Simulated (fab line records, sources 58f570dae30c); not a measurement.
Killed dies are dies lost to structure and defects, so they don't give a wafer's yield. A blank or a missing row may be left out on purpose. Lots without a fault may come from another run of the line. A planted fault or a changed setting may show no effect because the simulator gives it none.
One fault seen from 2 desks | flow berkeley_cmos170 | each desk has only its own numbers; what lay behind them comes last

THE METROLOGY DESK
What the gauges read, lot by lot, whatever tool the lot ran on: means of the sampled wafers that have a number. A lot is out of limits, marked OUT, if its mean lies more than 4 standard deviations from the usual mean; the brackets give that distance.
Columns: A = ACTIVE_OXIDE_THK at UCB170_ACTIVE_THK_MEAS_03, usual 26.4 nm; B = ACTIVE_OVL at UCB170_ACTIVE_OVL_MEAS_14, usual 6 nm; C = cd_nm at UCB170_M2_CD_MEAS_15, usual 700.2 nm
lot  | first seen here | A              | B  | C
L291 | day 3 22:40     | 25.8           | -1 | 699.2
L294 | day 4 10:46     | 25.5           | 9  | 702.5
L295 | day 4 16:08     | 25.7           | 5  | 700.3
L297 | day 5 02:04     | 26.1           | 1  | 700.3
L298 | day 5 07:47     | 26.9           | 11 | 700.0
L300 | day 5 18:50     | 25.5           | 11 | 700.6
L302 | day 6 05:07     | 26.2           | 4  | 699.6
L303 | day 6 05:11     | 26.7           | -3 | 699.5
L305 | day 7 02:43     | 27.1           | 7  | 699.0
L307 | day 7 02:43     | 27.1           | 0  | 700.1
L306 | day 7 12:11     | 34.1 (+13) OUT | 8  | 700.7
L308 | day 7 15:10     | 32.6 (+11) OUT | 11 | 697.6
L310 | day 7 21:43     | 25.8           | 1  | 701.0
L309 | day 7 21:46     | 26.0           | 1  | 701.6
This desk's finding: out of limits on L306, L308; first on L306, day 7 12:11 (ACTIVE_OXIDE_THK at UCB170_ACTIVE_THK_MEAS_03). In limits: L291, L294, L295, L297, L298, L300, L302, L303, L305, L307, L310, L309.

THE TOOL OWNER'S DESK: furnace-03
The tool's own readings at UCB170_ACTIVE_OXIDATION_02 (target thk 26.4 nm, ox time 1260 s): means of the sampled wafers that have a number, for each lot that ran on this tool. A lot is out of limits, marked OUT, if its mean lies more than 4 standard deviations from the usual mean; the brackets give that distance.
Columns: A = ox_temp_c at UCB170_ACTIVE_OXIDATION_02, usual 1000.1 C
lot  | first seen here | A
L298 | day 5 06:26     | 999.6
L302 | day 6 03:46     | 1000.3
L303 | day 6 03:46     | 1000.3
L305 | day 7 01:22     | 1000.0
L307 | day 7 01:22     | 1000.1
L306 | day 7 10:49     | 999.9
L308 | day 7 13:49     | 1000.2
This desk's finding: nothing out of limits on any of the 7 lots.

PUT TOGETHER
The metrology desk could have raised an alarm at day 7 12:11, on L306, L308.
The tool owner's desk saw nothing out of limits.
The tool owner's desk has L306, L308 on record, within its limits.
Of the lots named, all ran UCB170_ACTIVE_OXIDATION_02 on furnace-03.

WHAT THE SIMULATOR HAD PUT IN
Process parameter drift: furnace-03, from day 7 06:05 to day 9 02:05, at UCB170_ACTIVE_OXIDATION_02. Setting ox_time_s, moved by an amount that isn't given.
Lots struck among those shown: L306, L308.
Hours from the fault's start to each desk's first reading out of limits: the metrology desk, 6.
